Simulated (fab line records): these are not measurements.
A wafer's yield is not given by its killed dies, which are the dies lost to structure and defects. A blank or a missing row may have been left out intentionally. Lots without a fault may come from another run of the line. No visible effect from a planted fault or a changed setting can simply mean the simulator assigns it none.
The tool behind it: which one? | flow rit cmos | 6 lots with 18 wafers sampled at 2 steps, on a route of 202 steps

== WHAT THE GAUGES READ, wafer by wafer ==
RIT_ACTIVE_CD_MEAS_11: the cd target is 1400 nm.
lot  | measured    | on        | cd nm (nm)
L862 | day 2 00:54 | cd sem-02 | 1401.5 1403.9 1402.7
L865 | day 2 15:43 | cd sem-02 | 1399.3 1398.8 1401.0
L870 | day 3 19:01 | cd sem-02 | 1400.3 1400.9 1399.3
L874 | day 4 13:43 | cd sem-01 | 1401.9 1403.9 1400.1
L880 | day 5 18:41 | cd sem-01 | 1401.2 1400.2 1402.1
L882 | day 6 05:49 | cd sem-02 | 1402.3 1402.3 1403.4

== TOOL THAT RAN EACH LOT (tool first, then ch and the chambers of the sampled wafers, then the start) ==
lot  | RIT_ACTIVE_EXPOSE_08
L862 | iline stepper-01 ch 0, day 2 00:30
L865 | iline stepper-02 ch 0, day 2 15:19
L870 | iline stepper-02 ch 0, day 3 18:37
L874 | iline stepper-02 ch 0, day 4 13:19
L880 | iline stepper-02 ch 0, day 5 18:17
L882 | iline stepper-01 ch 0, day 6 05:25
- RIT_ACTIVE_EXPOSE_08: exposes mask M1, target cd 1400 nm.

== THE ANSWER, worked out from the rows above alone ==
Rule: the usual values come from the lots themselves. Put in order of their means at a reading, lots are off if they are a third of the lots or fewer, leave a main group of 4 or more, and stand apart from it by a gap of 3 or more times the standard deviation of the main group's means; of several such gaps the widest counts. Not used: any main group whose means are identical at the precision the tables above print for the reading. Also off: a lot with no number at a reading for which 4 or more lots have one. All remaining lots with rows at the step are treated as sound.
No lot is off at any reading shown: from this, nothing can be told.

== WHAT THE SIMULATOR HAD INSERTED ==
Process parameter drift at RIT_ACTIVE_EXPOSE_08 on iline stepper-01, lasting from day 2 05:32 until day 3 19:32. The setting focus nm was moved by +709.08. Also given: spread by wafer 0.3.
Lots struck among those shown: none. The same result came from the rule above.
